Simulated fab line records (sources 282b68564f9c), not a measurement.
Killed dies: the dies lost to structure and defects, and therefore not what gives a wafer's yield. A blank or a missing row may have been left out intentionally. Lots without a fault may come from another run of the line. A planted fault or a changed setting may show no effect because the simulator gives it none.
Split-lot experiment -- flow ritCmos -- 23 wafers read across 5 lots, on a route 202 steps long

## THE SPLIT
At RIT_CONTACT_CVD_00 (deposits SiO2 from TEOS, target thk 400 nm, time 61 s), the setting timeS was moved away from the recipe's 61 s on 9 of the 23 wafers read, by -13.8% to +12.0%. This setting was run at the recipe's value on the other wafers.

The file shows no step between the split and the reading.

## THE READING
CONTACT_TEOS_THK at RIT_CONTACT_THK_MEAS_01, in nm. Typical for fault-free wafers on this fab line: 403 nm, with standard deviation 5.1 nm.

wafer,"tool, chamber at the split","timeS as run, s",against the recipe,"CONTACT_TEOS_THK, nm",against lot-mates on the recipe
L075.1,"pecvd-03, 0",52.57,-13.8%,349,-58
L075.2,"pecvd-03, 2",52.57,-13.8%,350,-57
L075.3,"pecvd-03, 1",61,recipe,399,-
L075.5,"pecvd-03, 1",61,recipe,411,-
L075.6,"pecvd-03, 2",61,recipe,412,-
L076.1,"pecvd-02, 1",61,recipe,404,-
L076.2,"pecvd-02, 2",68.33,+12.0%,442,+40
L076.3,"pecvd-02, 0",61,recipe,400,-
L076.4,"pecvd-02, 1",68.33,+12.0%,454,+52
L076.6,"pecvd-02, 0",68.33,+12.0%,454,+52
L077.1,"pecvd-04, 1",61,recipe,410,-
L077.2,"pecvd-04, 2",61,recipe,410,-
L077.3,"pecvd-04, 0",57.64,-5.5%,380,-30
L077.4,"pecvd-04, 0",61,recipe,409,-
L077.6,"pecvd-04, 1",57.64,-5.5%,386,-24
L078.1,"pecvd-03, 0",61,recipe,400,-
L078.2,"pecvd-03, 2",67.51,+10.7%,446,+45
L078.3,"pecvd-03, 1",61,recipe,398,-
L078.4,"pecvd-03, 2",61,recipe,405,-
L078.5,"pecvd-03, 1",67.51,+10.7%,442,+41
L080.1,"pecvd-04, 0",61,recipe,397,-
L080.3,"pecvd-04, 1",61,recipe,403,-
L080.6,"pecvd-04, 2",61,recipe,409,-

FIT RESULTS
A straight line over all 23 wafers: CONTACT_TEOS_THK changes by +3.85 nm for each +1% of timeS; r = +0.98; the points scatter about the line by 4.9 nm.
The same after taking each lot's own level away (the mean of its wafers on the recipe; 23 wafers): +4.13 nm for each +1%; r = +0.99; scatter 4.2 nm.
The reading moves by 57 nm for the largest change in timeS, on that fit.
From 401.0 to 409.7 nm: that is the span of the lots' own levels, equal to 1.7 times the standard deviation above.
The two slopes agree, so the slope changes little with the lot-to-lot level.
Check: -57.5 nm against its lot-mates is what the line predicts for one of the wafers moved furthest among these (-13.8%) when that wafer is left out of the fit. Against them it came out at -58.3 nm.

## THE WHOLE CHAIN: every reading that the file lists as answering this split, in the file's order
step,what it does,reading,change (the file's fit),r (the file's)
RIT_CONTACT_CVD_00,"deposits SiO2 from TEOS, target thk 400 nm, time 61 s","SiO2_of_CONTACT_CVD_00.thkNm (the simulator's own value, which no gauge read)",+4.13 nm for each +1% of the setting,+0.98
RIT_CONTACT_THK_MEAS_01,,CONTACT_TEOS_THK,+4.13 for each +1% of the setting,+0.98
RIT_CONTACT_ETCH_11,"etches SiO2 in CHF3/CF4/Ar, stops on TiSi2, target depth 480 nm, time 320 s","CONTACT.featureDepthNm (the simulator's own value, which no gauge read)",+4.13 nm for each +1% of the setting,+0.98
RIT_CONTACT_ETCH_11,"etches SiO2 in CHF3/CF4/Ar, stops on TiSi2, target depth 480 nm, time 320 s","etch.depthNm (the simulator's own value, which no gauge read)",+4.13 nm for each +1% of the setting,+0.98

## THE FILE'S OWN FIT
CONTACT_TEOS_THK changes by +4.13 nm for each +1% of timeS, r = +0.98.
